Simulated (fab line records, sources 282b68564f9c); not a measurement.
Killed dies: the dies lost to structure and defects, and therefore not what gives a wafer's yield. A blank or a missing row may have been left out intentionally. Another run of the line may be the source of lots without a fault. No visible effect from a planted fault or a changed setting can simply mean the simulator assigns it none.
Check of tool commonality :: flow ritCmos :: Sampled: 14 lots, 42 wafers

## WHAT PROMPTED THE OPENING
At RIT_WELLDRIVE_RS_MEAS_02 the reading PWELL_RS is flagged on 2 of 14 lots. Wafers without a fault read 428.9 ohm/sq, standard deviation 1.
Rule: a lot gets a flag if all its wafers with a number sit over 4 standard deviations from that mean, or if no wafer of it has a number. All remaining lots are regarded as sound.

lot: L733
measured: day 2 12:25
on: filmMetro-04
PWELL_RS (ohm/sq), wafer by wafer: 429.1 428.5 427.9
flag: 

lot: L734
measured: day 2 19:37
on: filmMetro-03
PWELL_RS (ohm/sq), wafer by wafer: 430.6 430.5 429.7
flag: 

lot: L735
measured: day 3 03:42
on: filmMetro-02
PWELL_RS (ohm/sq), wafer by wafer: 428.0 428.7 428.1
flag: 

lot: L738
measured: day 3 14:42
on: filmMetro-03
PWELL_RS (ohm/sq), wafer by wafer: 429.5 430.7 429.8
flag: 

lot: L740
measured: day 3 21:32
on: filmMetro-04
PWELL_RS (ohm/sq), wafer by wafer: 429.0 429.6 429.4
flag: 

lot: L741
measured: day 4 03:26
on: filmMetro-03
PWELL_RS (ohm/sq), wafer by wafer: 428.5 430.3 429.1
flag: 

lot: L742
measured: day 4 07:01
on: filmMetro-04
PWELL_RS (ohm/sq), wafer by wafer: 426.4 428.1 425.7
flag: 

lot: L744
measured: day 4 17:13
on: filmMetro-04
PWELL_RS (ohm/sq), wafer by wafer: 428.9 429.3 429.2
flag: 

lot: L746
measured: day 5 02:11
on: filmMetro-03
PWELL_RS (ohm/sq), wafer by wafer: 416.3 417.0 416.7
flag: FLAGGED

lot: L747
measured: day 5 08:07
on: filmMetro-04
PWELL_RS (ohm/sq), wafer by wafer: 417.6 418.5 417.4
flag: FLAGGED

lot: L748
measured: day 5 13:01
on: filmMetro-04
PWELL_RS (ohm/sq), wafer by wafer: 428.0 427.9 427.7
flag: 

lot: L753
measured: day 6 12:41
on: filmMetro-04
PWELL_RS (ohm/sq), wafer by wafer: 428.2 427.3 428.0
flag: 

lot: L754
measured: day 6 18:56
on: filmMetro-04
PWELL_RS (ohm/sq), wafer by wafer: 430.9 430.7 429.7
flag: 

lot: L755
measured: day 6 22:50
on: filmMetro-03
PWELL_RS (ohm/sq), wafer by wafer: 429.5 428.9 428.8
flag: 
On average the flagged lots' numbers are 417.2 ohm/sq, which is -11.6 ohm/sq against the usual, or -12 standard deviations.

## LOT BY LOT: THE TOOL USED
2 process steps preceding the reading are held in the record, out of 202 steps in the route. Every cell lists first the tool, next ch and the chambers used by the sampled wafers, and last the start.
lot: L733
flag: 
RIT_ACTIVE_STRIP_14: plasmaAsher-01 ch 0,1, day 1 19:56
RIT_PWELL_IMPLANT_08: implanter-03 ch 0, day 2 05:09

lot: L734
flag: 
RIT_ACTIVE_STRIP_14: plasmaAsher-04 ch 0,1, day 2 01:20
RIT_PWELL_IMPLANT_08: implanter-04 ch 0, day 2 12:26

lot: L735
flag: 
RIT_ACTIVE_STRIP_14: plasmaAsher-01 ch 0,1, day 2 09:01
RIT_PWELL_IMPLANT_08: implanter-03 ch 0, day 2 18:18

lot: L738
flag: 
RIT_ACTIVE_STRIP_14: plasmaAsher-02 ch 0,1, day 2 20:58
RIT_PWELL_IMPLANT_08: implanter-03 ch 0, day 3 09:07

lot: L740
flag: 
RIT_ACTIVE_STRIP_14: plasmaAsher-01 ch 0,1, day 3 07:54
RIT_PWELL_IMPLANT_08: implanter-03 ch 0, day 3 15:55

lot: L741
flag: 
RIT_ACTIVE_STRIP_14: plasmaAsher-04 ch 0,1, day 3 12:30
RIT_PWELL_IMPLANT_08: implanter-03 ch 0, day 3 21:51

lot: L742
flag: 
RIT_ACTIVE_STRIP_14: plasmaAsher-01 ch 0,1, day 3 16:54
RIT_PWELL_IMPLANT_08: implanter-01 ch 0, day 4 00:48

lot: L744
flag: 
RIT_ACTIVE_STRIP_14: plasmaAsher-02 ch 1, day 4 02:50
RIT_PWELL_IMPLANT_08: implanter-01 ch 0, day 4 11:38

lot: L746
flag: FLAGGED
RIT_ACTIVE_STRIP_14: plasmaAsher-02 ch 0,1, day 4 13:22
RIT_PWELL_IMPLANT_08: implanter-03 ch 0, day 4 20:37

lot: L747
flag: FLAGGED
RIT_ACTIVE_STRIP_14: plasmaAsher-01 ch 0, day 4 17:50
RIT_PWELL_IMPLANT_08: implanter-03 ch 0, day 5 02:32

lot: L748
flag: 
RIT_ACTIVE_STRIP_14: plasmaAsher-02 ch 0,1, day 4 22:58
RIT_PWELL_IMPLANT_08: implanter-01 ch 0, day 5 07:26

lot: L753
flag: 
RIT_ACTIVE_STRIP_14: plasmaAsher-02 ch 0, day 5 23:58
RIT_PWELL_IMPLANT_08: implanter-01 ch 0, day 6 07:05

lot: L754
flag: 
RIT_ACTIVE_STRIP_14: plasmaAsher-04 ch 0,1, day 6 04:58
RIT_PWELL_IMPLANT_08: implanter-04 ch 0, day 6 13:21

lot: L755
flag: 
RIT_ACTIVE_STRIP_14: plasmaAsher-02 ch 0,1, day 6 09:50
RIT_PWELL_IMPLANT_08: implanter-01 ch 0, day 6 17:13
What the steps here do:
- RIT_ACTIVE_STRIP_14: strips in O2, time 180 s.
- RIT_PWELL_IMPLANT_08
- RIT_WELLDRIVE_RS_MEAS_02: measures by four-point-probe.

## FLAGGED OVER TOTAL, TOOL BY TOOL (the gauges that took the reading come last)
step: RIT_ACTIVE_STRIP_14
tool: plasmaAsher-01
lots run: 5
flagged: 1
share of the flagged lots: some
sound lots run after its first flagged lot: 0

step: RIT_ACTIVE_STRIP_14
tool: plasmaAsher-02
lots run: 6
flagged: 1
share of the flagged lots: some
sound lots run after its first flagged lot: 3 (L748,L753,L755)

step: RIT_ACTIVE_STRIP_14
tool: plasmaAsher-04
lots run: 3
flagged: 0
share of the flagged lots: none
sound lots run after its first flagged lot: -

step: RIT_PWELL_IMPLANT_08
tool: implanter-01
lots run: 5
flagged: 0
share of the flagged lots: none
sound lots run after its first flagged lot: -

step: RIT_PWELL_IMPLANT_08
tool: implanter-03
lots run: 7
flagged: 2
share of the flagged lots: all
sound lots run after its first flagged lot: 0

step: RIT_PWELL_IMPLANT_08
tool: implanter-04
lots run: 2
flagged: 0
share of the flagged lots: none
sound lots run after its first flagged lot: -

step: RIT_WELLDRIVE_RS_MEAS_02
tool: filmMetro-02
lots run: 1
flagged: 0
share of the flagged lots: none
sound lots run after its first flagged lot: -

step: RIT_WELLDRIVE_RS_MEAS_02
tool: filmMetro-03
lots run: 5
flagged: 1
share of the flagged lots: some
sound lots run after its first flagged lot: 1 (L755)

step: RIT_WELLDRIVE_RS_MEAS_02
tool: filmMetro-04
lots run: 8
flagged: 1
share of the flagged lots: some
sound lots run after its first flagged lot: 3 (L748,L753,L754)

## WHAT THE TABLE PERMITS
All flagged lots share 1 row of the table, namely implanter-03 at RIT_PWELL_IMPLANT_08.
- implanter-03 at RIT_PWELL_IMPLANT_08 ran 7 lots, 2 of them flagged. It ran its last sound lot, L741, at day 3 21:51 and its first flagged lot, L746, at day 4 20:37: a fault with its onset between the two fits. Its own readings (beamEnergyKeV) fall more than 4 standard deviations out on all wafers of the flagged lots.
implanter-03 at RIT_PWELL_IMPLANT_08 is the single tool remaining.

## WHAT HAD BEEN PUT IN BY THE SIMULATOR
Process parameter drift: implanter-03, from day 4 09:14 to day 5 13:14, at RIT_PWELL_IMPLANT_08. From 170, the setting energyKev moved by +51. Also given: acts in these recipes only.
Lots struck among those shown: L746, L747. The same result came from the rule above.
